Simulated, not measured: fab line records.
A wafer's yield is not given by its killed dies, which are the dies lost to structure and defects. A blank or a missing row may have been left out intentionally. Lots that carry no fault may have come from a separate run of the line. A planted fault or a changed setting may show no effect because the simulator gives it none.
What tool caused it? / flow berkeley_cmos170 / 14 lots with 42 wafers sampled at 5 steps, on a route of 331 steps

== WHAT THE GAUGES READ, wafer by wafer ==
UCB170_WELLDRIVE_THK_MEAS_02. Usual: WELLDRIVE_OXIDE_THK typically reads 200 nm, with standard deviation 3.
lot=L404; measured=day 3 14:08; on=film_metro-02; WELLDRIVE_OXIDE_THK (nm)=200 198 201; flag=
lot=L405; measured=day 3 14:08; on=film_metro-03; WELLDRIVE_OXIDE_THK (nm)=200 198 202; flag=
lot=L407; measured=day 4 05:58; on=film_metro-03; WELLDRIVE_OXIDE_THK (nm)=200 199 199; flag=
lot=L408; measured=day 4 05:59; on=film_metro-02; WELLDRIVE_OXIDE_THK (nm)=200 204 203; flag=
lot=L409; measured=day 4 10:25; on=film_metro-04; WELLDRIVE_OXIDE_THK (nm)=200 197 194; flag=
lot=L411; measured=day 5 00:43; on=film_metro-02; WELLDRIVE_OXIDE_THK (nm)=200 203 201; flag=
lot=L413; measured=day 5 08:26; on=film_metro-04; WELLDRIVE_OXIDE_THK (nm)=196 193 200; flag=
lot=L416; measured=day 5 23:29; on=film_metro-02; WELLDRIVE_OXIDE_THK (nm)=199 200 199; flag=
lot=L417; measured=day 6 06:32; on=film_metro-02; WELLDRIVE_OXIDE_THK (nm)=200 200 201; flag=
lot=L419; measured=day 6 15:18; on=film_metro-03; WELLDRIVE_OXIDE_THK (nm)=198 195 195; flag=
lot=L422; measured=day 7 04:50; on=film_metro-02; WELLDRIVE_OXIDE_THK (nm)=200 198 197; flag=
lot=L425; measured=day 7 19:51; on=film_metro-02; WELLDRIVE_OXIDE_THK (nm)=201 197 201; flag=
lot=L426; measured=day 8 07:41; on=film_metro-04; WELLDRIVE_OXIDE_THK (nm)=198 200 197; flag=
lot=L427; measured=day 8 12:49; on=film_metro-04; WELLDRIVE_OXIDE_THK (nm)=199 199 199; flag=

UCB170_PVT_TW_MEAS_09. Usual: PVT_TW typically reads 509, with standard deviation 5.6.
lot=L404; measured=day 5 13:11; on=film_metro-02; PVT_TW=516 514 518; flag=
lot=L405; measured=day 5 12:57; on=film_metro-01; PVT_TW=496 498 499; flag=
lot=L407; measured=day 6 11:14; on=film_metro-02; PVT_TW=514 515 514; flag=
lot=L408; measured=day 6 10:47; on=film_metro-04; PVT_TW=511 511 511; flag=
lot=L409; measured=day 6 11:00; on=film_metro-01; PVT_TW=508 505 507; flag=
lot=L411; measured=day 7 09:23; on=film_metro-04; PVT_TW=510 509 510; flag=
lot=L413; measured=day 7 17:12; on=film_metro-02; PVT_TW=515 517 516; flag=
lot=L416; measured=day 7 22:56; on=film_metro-01; PVT_TW=501 502 501; flag=
lot=L417; measured=day 8 11:18; on=film_metro-02; PVT_TW=530 529 530; flag=OFF
lot=L419; measured=day 8 10:55; on=film_metro-04; PVT_TW=509 509 511; flag=
lot=L422; measured=day 9 08:32; on=film_metro-02; PVT_TW=524 529 528; flag=OFF
lot=L425; measured=day 10 04:14; on=film_metro-02; PVT_TW=508 508 510; flag=
lot=L426; measured=day 10 13:58; on=film_metro-01; PVT_TW=504 502 503; flag=
lot=L427; measured=day 10 22:07; on=film_metro-01; PVT_TW=504 501 499; flag=

UCB170_GATE_CD_MEAS_90 targets a cd of 350 nm. Usual: 349.9 nm for cd_nm, sd 1.6.
lot=L404; measured=day 5 23:01; on=cd_sem-02; cd_nm (nm)=348.8 348.6 348.7; flag=
lot=L405; measured=day 5 23:08; on=cd_sem-02; cd_nm (nm)=349.2 349.9 349.9; flag=
lot=L407; measured=day 6 23:53; on=cd_sem-01; cd_nm (nm)=352.8 353.4 352.8; flag=
lot=L408; measured=day 6 23:34; on=cd_sem-02; cd_nm (nm)=347.5 347.6 349.0; flag=
lot=L409; measured=day 7 00:11; on=cd_sem-01; cd_nm (nm)=350.1 349.9 349.5; flag=
lot=L411; measured=day 8 00:17; on=cd_sem-02; cd_nm (nm)=348.3 349.2 350.7; flag=
lot=L413; measured=day 8 05:14; on=cd_sem-01; cd_nm (nm)=353.4 354.6 353.5; flag=
lot=L416; measured=day 8 09:17; on=cd_sem-01; cd_nm (nm)=349.4 349.5 349.7; flag=
lot=L417; measured=day 9 01:50; on=cd_sem-02; cd_nm (nm)=351.2 351.9 349.6; flag=
lot=L419; measured=day 9 01:56; on=cd_sem-01; cd_nm (nm)=350.4 349.3 349.6; flag=
lot=L422; measured=day 10 01:39; on=cd_sem-01; cd_nm (nm)=347.4 349.7 350.1; flag=
lot=L425; measured=day 10 17:02; on=cd_sem-01; cd_nm (nm)=351.3 351.7 351.0; flag=
lot=L426; measured=day 11 06:34; on=cd_sem-01; cd_nm (nm)=351.4 349.0 348.2; flag=
lot=L427; measured=day 11 12:25; on=cd_sem-01; cd_nm (nm)=347.9 348.9 347.6; flag=

== TOOL THAT RAN EACH LOT (tool first, then ch and the chambers of the sampled wafers, then the start) ==
lot=L404; UCB170_PVT_IMPLANT_07=implanter-03 ch 0, day 5 12:56; UCB170_GATE_ETCH_14=rie_diel-01 ch 0,1,2, day 5 22:47
lot=L405; UCB170_PVT_IMPLANT_07=implanter-02 ch 0, day 5 12:42; UCB170_GATE_ETCH_14=rie_diel-03 ch 0,1,3, day 5 22:50
lot=L407; UCB170_PVT_IMPLANT_07=implanter-03 ch 0, day 6 10:59; UCB170_GATE_ETCH_14=rie_diel-03 ch 0,2, day 6 23:42
lot=L408; UCB170_PVT_IMPLANT_07=implanter-04 ch 0, day 6 10:34; UCB170_GATE_ETCH_14=rie_diel-01 ch 0,3, day 6 23:20
lot=L409; UCB170_PVT_IMPLANT_07=implanter-02 ch 0, day 6 10:45; UCB170_GATE_ETCH_14=rie_diel-04 ch 1,3, day 6 23:58
lot=L411; UCB170_PVT_IMPLANT_07=implanter-02 ch 0, day 7 09:08; UCB170_GATE_ETCH_14=rie_diel-01 ch 2,3, day 8 00:05
lot=L413; UCB170_PVT_IMPLANT_07=implanter-04 ch 0, day 7 16:59; UCB170_GATE_ETCH_14=rie_diel-03 ch 1,2,3, day 8 05:00
lot=L416; UCB170_PVT_IMPLANT_07=implanter-03 ch 0, day 7 22:42; UCB170_GATE_ETCH_14=rie_diel-03 ch 0,2,3, day 8 09:04
lot=L417; UCB170_PVT_IMPLANT_07=implanter-03 ch 0, day 8 11:04; UCB170_GATE_ETCH_14=rie_diel-03 ch 2,3, day 9 01:37
lot=L419; UCB170_PVT_IMPLANT_07=implanter-04 ch 0, day 8 10:40; UCB170_GATE_ETCH_14=rie_diel-01 ch 0,1,3, day 9 01:44
lot=L422; UCB170_PVT_IMPLANT_07=implanter-03 ch 0, day 9 08:19; UCB170_GATE_ETCH_14=rie_diel-03 ch 0,2,3, day 10 01:25
lot=L425; UCB170_PVT_IMPLANT_07=implanter-02 ch 0, day 10 03:59; UCB170_GATE_ETCH_14=rie_diel-04 ch 0,1,3, day 10 16:48
lot=L426; UCB170_PVT_IMPLANT_07=implanter-04 ch 0, day 10 13:43; UCB170_GATE_ETCH_14=rie_diel-04 ch 0,1, day 11 06:22
lot=L427; UCB170_PVT_IMPLANT_07=implanter-02 ch 0, day 10 21:53; UCB170_GATE_ETCH_14=rie_diel-01 ch 1,2,3, day 11 12:11
- UCB170_PVT_IMPLANT_07
- UCB170_GATE_ETCH_14: etches BARC in N2/H2.

== WHAT THE TOOLS THEMSELVES READ (means of the sampled wafers that have a number; where no wafer has one, the mark that the record gives instead) ==
UCB170_PVT_IMPLANT_07. Usual: beam_energy_keV 30.000, standard deviation 0.0097; faraday_current_uA 6.34, standard deviation 0.11; tilt_deg 6.995 degrees, standard deviation 0.019.
lot=L404; tool=implanter-03; beam_energy_keV=29.994; faraday_current_uA=6.37; tilt_deg (degrees)=6.991; flag=
lot=L405; tool=implanter-02; beam_energy_keV=29.999; faraday_current_uA=6.31; tilt_deg (degrees)=6.985; flag=
lot=L407; tool=implanter-03; beam_energy_keV=29.993; faraday_current_uA=6.30; tilt_deg (degrees)=6.982; flag=
lot=L408; tool=implanter-04; beam_energy_keV=29.986; faraday_current_uA=6.41; tilt_deg (degrees)=6.985; flag=
lot=L409; tool=implanter-02; beam_energy_keV=29.983; faraday_current_uA=6.32; tilt_deg (degrees)=7.008; flag=
lot=L411; tool=implanter-02; beam_energy_keV=29.991; faraday_current_uA=6.36; tilt_deg (degrees)=6.974; flag=
lot=L413; tool=implanter-04; beam_energy_keV=30.012; faraday_current_uA=6.38; tilt_deg (degrees)=6.994; flag=
lot=L416; tool=implanter-03; beam_energy_keV=29.996; faraday_current_uA=6.24; tilt_deg (degrees)=6.991; flag=
lot=L417; tool=implanter-03; beam_energy_keV=33.308; faraday_current_uA=6.33; tilt_deg (degrees)=7.001; flag=OFF
lot=L419; tool=implanter-04; beam_energy_keV=30.001; faraday_current_uA=6.44; tilt_deg (degrees)=6.997; flag=
lot=L422; tool=implanter-03; beam_energy_keV=33.303; faraday_current_uA=6.46; tilt_deg (degrees)=7.008; flag=OFF
lot=L425; tool=implanter-02; beam_energy_keV=30.006; faraday_current_uA=6.29; tilt_deg (degrees)=6.995; flag=
lot=L426; tool=implanter-04; beam_energy_keV=30.002; faraday_current_uA=6.44; tilt_deg (degrees)=7.014; flag=
lot=L427; tool=implanter-02; beam_energy_keV=30.005; faraday_current_uA=6.29; tilt_deg (degrees)=6.977; flag=

UCB170_GATE_ETCH_14. Usual: drypump_motor_current_A 5.7 A, standard deviation 0.34; oes_product_au 0.997 a.u., standard deviation 0.0097; rf_fwd_power_W 495.3 W, standard deviation 1.7; throttle_valve_pct 13.34 %, standard deviation 0.17.
lot=L404; tool=rie_diel-01; drypump_motor_current_A (A)=5.8; oes_product_au (a.u.)=0.998; rf_fwd_power_W (W)=494.0; throttle_valve_pct (%)=13.18; flag=
lot=L405; tool=rie_diel-03; drypump_motor_current_A (A)=5.7; oes_product_au (a.u.)=0.996; rf_fwd_power_W (W)=494.4; throttle_valve_pct (%)=13.32; flag=
lot=L407; tool=rie_diel-03; drypump_motor_current_A (A)=6.0; oes_product_au (a.u.)=0.995; rf_fwd_power_W (W)=495.5; throttle_valve_pct (%)=13.33; flag=
lot=L408; tool=rie_diel-01; drypump_motor_current_A (A)=5.3; oes_product_au (a.u.)=0.996; rf_fwd_power_W (W)=496.8; throttle_valve_pct (%)=13.36; flag=
lot=L409; tool=rie_diel-04; drypump_motor_current_A (A)=5.9; oes_product_au (a.u.)=1.001; rf_fwd_power_W (W)=494.5; throttle_valve_pct (%)=13.51; flag=
lot=L411; tool=rie_diel-01; drypump_motor_current_A (A)=5.4; oes_product_au (a.u.)=0.997; rf_fwd_power_W (W)=495.0; throttle_valve_pct (%)=13.29; flag=
lot=L413; tool=rie_diel-03; drypump_motor_current_A (A)=5.6; oes_product_au (a.u.)=0.992; rf_fwd_power_W (W)=496.2; throttle_valve_pct (%)=13.31; flag=
lot=L416; tool=rie_diel-03; drypump_motor_current_A (A)=5.8; oes_product_au (a.u.)=1.001; rf_fwd_power_W (W)=494.8; throttle_valve_pct (%)=13.28; flag=
lot=L417; tool=rie_diel-03; drypump_motor_current_A (A)=5.5; oes_product_au (a.u.)=1.004; rf_fwd_power_W (W)=496.8; throttle_valve_pct (%)=13.23; flag=
lot=L419; tool=rie_diel-01; drypump_motor_current_A (A)=5.5; oes_product_au (a.u.)=0.995; rf_fwd_power_W (W)=497.4; throttle_valve_pct (%)=13.22; flag=
lot=L422; tool=rie_diel-03; drypump_motor_current_A (A)=5.8; oes_product_au (a.u.)=1.000; rf_fwd_power_W (W)=494.2; throttle_valve_pct (%)=13.29; flag=
lot=L425; tool=rie_diel-04; drypump_motor_current_A (A)=6.0; oes_product_au (a.u.)=0.996; rf_fwd_power_W (W)=496.7; throttle_valve_pct (%)=13.51; flag=
lot=L426; tool=rie_diel-04; drypump_motor_current_A (A)=5.8; oes_product_au (a.u.)=0.991; rf_fwd_power_W (W)=497.1; throttle_valve_pct (%)=13.52; flag=
lot=L427; tool=rie_diel-01; drypump_motor_current_A (A)=5.6; oes_product_au (a.u.)=1.001; rf_fwd_power_W (W)=495.0; throttle_valve_pct (%)=13.19; flag=

== THE ANSWER, worked out from the rows above alone ==
Rule: take the mean of a lot's wafers that have a number; if it is more than 3 standard deviations from the usual mean, the lot is off. A lot without any number at a reading at which 4 lots or more have one is off too. The other lots that the step has rows for count as sound. Order of review: gauges by route order, followed by the tools' own readings, for which a lot's mean as printed above is used. The first step at which some lot is off is used, and at that step the reading that is off furthest; a lot without a number counts as furthest.
Off: L417, L422, at UCB170_PVT_TW_MEAS_09 (PVT_TW).
If a tool, at a process step before that reading, ran all the lots that are off and no sound lot after the first of them, it fits. The gauges at UCB170_PVT_TW_MEAS_09 aren't tried: what is off there is off at UCB170_PVT_IMPLANT_07 too, on other tools, and a gauge's error can't cause that. One fits: UCB170_PVT_IMPLANT_07 on implanter-03. Its last sound lot is L416 (day 7 22:42), its first lot that is off L417 (day 8 11:04): a fault that began between those two fits.
The tool's own readings at UCB170_PVT_IMPLANT_07 bear it out: on the lots that are off they differ by more than 5 times the standard deviation of the sound lots' means. beam_energy_keV reads 33.305 there against 29.997 on the sound lots.

== WHAT HAD BEEN PUT IN BY THE SIMULATOR ==
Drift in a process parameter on implanter-03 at UCB170_PVT_IMPLANT_07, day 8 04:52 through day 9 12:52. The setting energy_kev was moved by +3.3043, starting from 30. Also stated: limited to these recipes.
Shown lots that were struck: L417, L422. This agrees with what the rule above found.
